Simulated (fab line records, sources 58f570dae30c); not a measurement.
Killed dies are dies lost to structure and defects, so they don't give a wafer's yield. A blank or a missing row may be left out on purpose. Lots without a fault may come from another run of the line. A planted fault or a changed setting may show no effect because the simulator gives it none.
Which tool did it? | flow berkeley_cmos170 | 13 lots, 39 wafers sampled, at 5 steps of a route of 331

WHAT THE GAUGES READ, wafer by wafer
UCB170_PSD_OVL_MEAS_07.
lot  | measured     | on         | PSD_OVL (nm)
L676 | day 7 05:12  | overlay-02 | 3 0 0
L677 | day 8 07:43  | overlay-01 | 1 1 3
L680 | day 9 00:11  | overlay-02 | -9 -4 2
L682 | day 9 06:35  | overlay-02 | -4 -3 -3
L683 | day 9 06:26  | overlay-01 | 1 -8 2
L684 | day 9 06:20  | overlay-02 | -7 -3 1
L687 | day 9 22:07  | overlay-02 | -9 -1 -8
L693 | day 11 04:31 | overlay-02 | -6 1 -6
L692 | day 11 04:45 | overlay-01 | 9 -1 -1
L697 | day 11 22:26 | overlay-02 | 2 -3 -10
L694 | day 11 22:09 | overlay-01 | -8 -12 -5
L699 | day 12 19:01 | overlay-01 | -6 2 -2
L698 | day 13 23:08 | overlay-01 | -4 -2 -4

UCB170_NSD_TW_MEAS_10.
lot  | measured     | on            | NSD_TW
L676 | day 7 07:24  | film_metro-03 | 4171 4149 4173
L677 | day 8 13:23  | film_metro-04 | 4155 4131 4141
L680 | day 9 04:38  | film_metro-04 | 4159 4122 4152
L682 | day 9 11:19  | film_metro-04 | 4127 4128 4111
L683 | day 9 11:03  | film_metro-02 | 4132 4156 4127
L684 | day 9 11:28  | film_metro-03 | 4130 4129 4137
L687 | day 10 03:46 | film_metro-04 | 4132 4152 4135
L693 | day 11 10:28 | film_metro-02 | 30 29 30 30 30 30
L692 | day 11 10:43 | film_metro-03 | 4184 4171 4151
L697 | day 12 00:39 | film_metro-04 | 4126 4166 4141
L694 | day 12 00:22 | film_metro-02 | 4134 4142 4143
L699 | day 12 20:58 | film_metro-02 | 4126 4124 4142
L698 | day 14 02:46 | film_metro-03 | 4131 4150 4136

WHICH TOOL RAN EACH LOT (tool, then ch and the chambers of the sampled wafers, then the start)
lot  | UCB170_NVT_STRIP_08                  | UCB170_PSD_STRIP_09                  | UCB170_NSD_STRIP_09
L676 | plasma_asher-04 ch 0,1, day 6 01:40  | plasma_asher-02 ch 0,1, day 7 05:23  | plasma_asher-01 ch 0,1, day 7 07:18
L677 | plasma_asher-02 ch 0,1, day 6 19:49  | plasma_asher-02 ch 0,1, day 8 07:55  | plasma_asher-02 ch 0,1, day 8 13:17
L680 | plasma_asher-04 ch 0,1, day 7 14:46  | plasma_asher-01 ch 0,1, day 9 00:22  | plasma_asher-01 ch 0,1, day 9 04:32
L682 | plasma_asher-02 ch 0,1, day 8 01:07  | plasma_asher-04 ch 0,1, day 9 06:46  | plasma_asher-01 ch 0,1, day 9 11:13
L683 | plasma_asher-03 ch 1, day 8 01:13    | plasma_asher-02 ch 1, day 9 06:37    | plasma_asher-02 ch 0,1, day 9 10:56
L684 | plasma_asher-04 ch 0,1, day 8 01:22  | plasma_asher-01 ch 0,1, day 9 06:32  | plasma_asher-03 ch 0,1, day 9 11:22
L687 | plasma_asher-03 ch 0,1, day 8 20:10  | plasma_asher-04 ch 0,1, day 9 22:17  | plasma_asher-02 ch 0,1, day 10 03:40
L693 | plasma_asher-03 ch 0,1, day 10 00:20 | plasma_asher-02 ch 0,1, day 11 04:41 | plasma_asher-03 ch 0,1, day 11 10:21
L692 | plasma_asher-02 ch 0,1, day 10 00:29 | plasma_asher-04 ch 0,1, day 11 04:58 | plasma_asher-02 ch 0,1, day 11 10:38
L697 | plasma_asher-04 ch 0,1, day 10 14:59 | plasma_asher-04 ch 0,1, day 11 22:38 | plasma_asher-01 ch 0,1, day 12 00:34
L694 | plasma_asher-02 ch 0,1, day 10 15:10 | plasma_asher-01 ch 0,1, day 11 22:22 | plasma_asher-01 ch 0,1, day 12 00:17
L699 | plasma_asher-03 ch 0,1, day 11 04:07 | plasma_asher-01 ch 0,1, day 12 19:12 | plasma_asher-03 ch 0,1, day 12 20:52
L698 | plasma_asher-02 ch 0,1, day 12 02:37 | plasma_asher-04 ch 0,1, day 13 23:19 | plasma_asher-03 ch 0, day 14 02:40
- UCB170_NVT_STRIP_08: strips in O2.
- UCB170_PSD_STRIP_09: strips in O2.
- UCB170_NSD_STRIP_09: strips in O2.

WHAT THE TOOLS THEMSELVES READ (means of the sampled wafers that have a number; where no wafer has one, the mark that the record gives instead)
UCB170_NVT_STRIP_08.
lot  | tool            | drypump_motor_current_A (A) | oes_product_au (a.u.) | strip_time_to_endpoint_s (s)
L676 | plasma_asher-04 | 5.73                        | 0.735                 | 21.59
L677 | plasma_asher-02 | 5.46                        | 0.735                 | 21.58
L680 | plasma_asher-04 | 5.76                        | 0.736                 | 21.63
L682 | plasma_asher-02 | 5.29                        | 0.733                 | 21.67
L683 | plasma_asher-03 | 5.65                        | 0.736                 | 21.65
L684 | plasma_asher-04 | 5.72                        | 0.731                 | 21.57
L687 | plasma_asher-03 | 5.63                        | 0.734                 | 21.65
L693 | plasma_asher-03 | 5.56                        | 0.742                 | 21.68
L692 | plasma_asher-02 | 5.48                        | 0.735                 | 21.59
L697 | plasma_asher-04 | 5.73                        | 0.734                 | 21.67
L694 | plasma_asher-02 | 5.45                        | 0.733                 | 21.61
L699 | plasma_asher-03 | 5.61                        | 0.735                 | 21.68
L698 | plasma_asher-02 | 5.48                        | 0.739                 | 21.69

UCB170_PSD_STRIP_09.
lot  | tool            | drypump_motor_current_A (A) | oes_product_au (a.u.) | strip_time_to_endpoint_s (s)
L676 | plasma_asher-02 | 5.30                        | 0.599                 | 29.43
L677 | plasma_asher-02 | 5.47                        | 0.601                 | 29.39
L680 | plasma_asher-01 | 5.66                        | 0.603                 | 29.40
L682 | plasma_asher-04 | 5.76                        | 0.601                 | 29.53
L683 | plasma_asher-02 | 5.65                        | 0.602                 | 29.40
L684 | plasma_asher-01 | 5.66                        | 0.598                 | 29.35
L687 | plasma_asher-04 | 5.78                        | 0.599                 | 29.50
L693 | plasma_asher-02 | 5.29                        | 0.440                 | -
L692 | plasma_asher-04 | 5.72                        | 0.602                 | 29.30
L697 | plasma_asher-04 | 5.76                        | 0.599                 | 29.44
L694 | plasma_asher-01 | 5.66                        | 0.601                 | 29.29
L699 | plasma_asher-01 | 5.67                        | 0.603                 | 29.50
L698 | plasma_asher-04 | 5.79                        | 0.600                 | 29.48

UCB170_NSD_STRIP_09.
lot  | tool            | drypump_motor_current_A (A) | oes_product_au (a.u.) | strip_time_to_endpoint_s (s)
L676 | plasma_asher-01 | 5.69                        | 0.531                 | 35.82
L677 | plasma_asher-02 | 5.47                        | 0.537                 | 35.83
L680 | plasma_asher-01 | 5.68                        | 0.538                 | 35.88
L682 | plasma_asher-01 | 5.66                        | 0.538                 | 35.81
L683 | plasma_asher-02 | 5.48                        | 0.533                 | 35.94
L684 | plasma_asher-03 | 5.61                        | 0.536                 | 35.78
L687 | plasma_asher-02 | 5.29                        | 0.532                 | 35.80
L693 | plasma_asher-03 | 5.61                        | 0.610                 | 56.19
L692 | plasma_asher-02 | 5.29                        | 0.537                 | 35.88
L697 | plasma_asher-01 | 5.67                        | 0.538                 | 35.77
L694 | plasma_asher-01 | 5.68                        | 0.534                 | 35.88
L699 | plasma_asher-03 | 5.64                        | 0.534                 | 35.72
L698 | plasma_asher-03 | 5.53                        | 0.534                 | 35.77

THE ANSWER, worked out from the rows above alone
Rule: what is usual is taken from the lots themselves. Put in order of their means at a reading, lots are off if they are a third of the lots or fewer, leave a main group of 4 or more, and stand apart from it by a gap of 3 or more times the standard deviation of the main group's means; of several such gaps the widest counts. A main group whose means are all the same, to the digits that the tables above print for the reading, isn't used. A lot without any number at a reading at which 4 lots or more have one is off too. The other lots that the step has rows for count as sound. The gauges are gone through in route order, then the tools' own readings, and for those a lot's mean is taken as printed above. The first step at which some lot is off is used, and at that step the reading that is off furthest; a lot without a number counts as furthest.
Off: L693, at UCB170_NSD_TW_MEAS_10 (NSD_TW). The main group: mean 4142, standard deviation 13.
A tool fits if, at a process step before that reading, it ran every lot that is off, and no sound lot after the first of them. The gauges at UCB170_NSD_TW_MEAS_10 aren't tried: what is off there is off at UCB170_PSD_STRIP_09 too, on other tools, and a gauge's error can't cause that. One fits: plasma_asher-02 at UCB170_PSD_STRIP_09. Its last sound lot is L683 (day 9 06:37), its first lot that is off L693 (day 11 04:41): a fault that began between those two fits.
The tool's own readings at UCB170_PSD_STRIP_09 bear it out: on the lots that are off they differ by more than 5 times the standard deviation of the sound lots' means. oes_product_au reads 0.440 a.u. there against 0.601 a.u. on the sound lots.
Blank at UCB170_PSD_STRIP_09 on the lots that are off, where sound lots have numbers: strip_time_to_endpoint_s.

WHAT THE SIMULATOR HAD PUT IN
Strip aborted: plasma_asher-02, from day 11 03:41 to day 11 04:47, at UCB170_PSD_STRIP_09. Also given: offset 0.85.
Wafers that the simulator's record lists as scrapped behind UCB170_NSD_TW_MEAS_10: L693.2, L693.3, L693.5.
Lots struck among those shown: L693. The rule above found the same.
